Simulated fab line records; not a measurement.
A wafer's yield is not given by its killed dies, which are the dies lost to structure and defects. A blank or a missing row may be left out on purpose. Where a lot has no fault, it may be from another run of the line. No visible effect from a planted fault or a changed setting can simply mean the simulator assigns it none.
Chamber matching / flow berkeley-cmos170 / wet-bench-01 running UCB170_FIELD_WET_ETCH_05: 4 sister chambers
The step etches Si3N4 in H3PO4, time 12600 s. 4 wafers are shown with their chamber, then 8 later ones without.

== WAFERS WITH THEIR CHAMBER ==
wafer=L648.6; chamber=1; bath-guard-temp-C (C)=160.7
wafer=L653.6; chamber=0; bath-guard-temp-C (C)=159.8
wafer=L654.6; chamber=2; bath-guard-temp-C (C)=159.5
wafer=L655.1; chamber=3; bath-guard-temp-C (C)=160.5

== WAFERS WITH NO CHAMBER GIVEN ==
wafer=L655.3; bath-guard-temp-C (C)=160.7
wafer=L655.5; bath-guard-temp-C (C)=160.6
wafer=L656.1; bath-guard-temp-C (C)=160.4
wafer=L656.3; bath-guard-temp-C (C)=160.3
wafer=L656.4; bath-guard-temp-C (C)=160.7
wafer=L657.2; bath-guard-temp-C (C)=159.9
wafer=L657.4; bath-guard-temp-C (C)=159.6
wafer=L657.6; bath-guard-temp-C (C)=159.8

== WHICH CHAMBER EACH ONE RAN IN ==
wafer=L655.3; from the rows above=1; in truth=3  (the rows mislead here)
wafer=L655.5; from the rows above=can't be placed: 1 or 3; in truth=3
wafer=L656.1; from the rows above=3; in truth=3
wafer=L656.3; from the rows above=3; in truth=3
wafer=L656.4; from the rows above=1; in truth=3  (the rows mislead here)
wafer=L657.2; from the rows above=0; in truth=0
wafer=L657.4; from the rows above=can't be placed: 2 or 0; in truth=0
wafer=L657.6; from the rows above=0; in truth=0
4 of 8 placed correctly. Unplaceable from these rows: 2, with the true chamber sitting among the candidates in 2. Number placed wrongly: 2.
How it was worked out, from the rows above alone: a wafer's distance from a chamber is the root of the sum, over the readings, of the square of ((its reading less the chamber's mean) divided by the reading's scatter). The wafer belongs to the nearest chamber; if the next one is less than 2 further off, it can't be placed. A chamber's mean is the mean of its shown wafers. The scatter: with one shown wafer a chamber, the root of the mean of the squares of how far each hidden wafer lies from its nearest shown one.
